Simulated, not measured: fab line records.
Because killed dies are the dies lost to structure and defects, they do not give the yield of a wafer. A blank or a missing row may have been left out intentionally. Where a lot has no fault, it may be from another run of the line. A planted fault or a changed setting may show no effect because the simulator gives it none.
Split-lot experiment -- flow rit-cmos -- 23 wafers read from 5 lots, route of 202 steps

== ON THE SPLIT ==
At RIT_SILICIDE_SPUTTER_01 (material Ti, target thk 30 nm, time 240 s), the setting chamber-pressure-pa was moved away from the recipe's 0.667 Pa on 20 of the 23 wafers read, by -6.3% to +14.2%. All remaining wafers had this setting at the recipe value.

There is no step in the file separating the split from the reading.

== THE READING ==
SILICIDE_TI_RS in ohm/sq, measured at RIT_SILICIDE_RS_MEAS_02 by four-point-probe. On this fab line, fault-free wafers typically give 47.6 ohm/sq with a standard deviation of 0.67 ohm/sq.

wafer,"tool, chamber at the split","chamber-pressure-pa as run, Pa",against the recipe,"SILICIDE_TI_RS, ohm/sq",against lot-mates on the recipe
L074.3,"pvd-sputter-04, -",0.667,recipe,46.3,-
L074.5,"pvd-sputter-04, -",0.667,recipe,48.2,-
L074.6,"pvd-sputter-04, -",0.667,recipe,48.0,-
L076.1,"pvd-sputter-03, -",0.6247,-6.3%,41.3,no lot-mate on the recipe
L076.3,"pvd-sputter-03, -",0.6247,-6.3%,40.9,no lot-mate on the recipe
L076.4,"pvd-sputter-03, -",0.6247,-6.3%,41.6,no lot-mate on the recipe
L076.5,"pvd-sputter-03, -",0.6247,-6.3%,41.2,no lot-mate on the recipe
L076.6,"pvd-sputter-03, -",0.6247,-6.3%,40.7,no lot-mate on the recipe
L077.1,"pvd-sputter-01, -",0.7535,+13.0%,64.6,no lot-mate on the recipe
L077.2,"pvd-sputter-01, -",0.7535,+13.0%,65.5,no lot-mate on the recipe
L077.4,"pvd-sputter-01, -",0.7535,+13.0%,65.2,no lot-mate on the recipe
L077.5,"pvd-sputter-01, -",0.7535,+13.0%,65.9,no lot-mate on the recipe
L077.6,"pvd-sputter-01, -",0.7535,+13.0%,64.2,no lot-mate on the recipe
L080.1,"pvd-sputter-04, -",0.7617,+14.2%,64.0,no lot-mate on the recipe
L080.2,"pvd-sputter-04, -",0.7617,+14.2%,63.8,no lot-mate on the recipe
L080.3,"pvd-sputter-04, -",0.7617,+14.2%,65.8,no lot-mate on the recipe
L080.4,"pvd-sputter-04, -",0.7617,+14.2%,63.6,no lot-mate on the recipe
L080.5,"pvd-sputter-04, -",0.7617,+14.2%,64.1,no lot-mate on the recipe
L083.1,"pvd-sputter-03, -",0.6368,-4.5%,43.4,no lot-mate on the recipe
L083.2,"pvd-sputter-03, -",0.6368,-4.5%,43.3,no lot-mate on the recipe
L083.3,"pvd-sputter-03, -",0.6368,-4.5%,42.4,no lot-mate on the recipe
L083.5,"pvd-sputter-03, -",0.6368,-4.5%,43.4,no lot-mate on the recipe
L083.6,"pvd-sputter-03, -",0.6368,-4.5%,43.3,no lot-mate on the recipe

FIT RESULTS
A straight line over all 23 wafers: SILICIDE_TI_RS changes by +1.19 ohm/sq for each +1% of chamber-pressure-pa; r = +1.00; the points scatter about the line by 1.1 ohm/sq.
Too few moved wafers have a lot-mate on the recipe to fit a line with each lot's own level taken away.

== THE WHOLE CHAIN: every reading that the file lists as answering this split, in the file's order ==
step,what it does,reading,change (the file's fit),r (the file's)
RIT_SILICIDE_SPUTTER_01,"material Ti, target thk 30 nm, time 240 s","Ti_of_SILICIDE_SPUTTER_01.thk-nm (the simulator's own value, which no gauge read)",-0.0934 nm for each +1% of the setting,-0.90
RIT_SILICIDE_RS_MEAS_02,measures by four-point-probe,SILICIDE_TI_RS,+1.19 for each +1% of the setting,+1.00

== FILE'S OWN FIT ==
SILICIDE_TI_RS changes by +1.19 ohm/sq for each +1% of chamber-pressure-pa, r = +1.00.
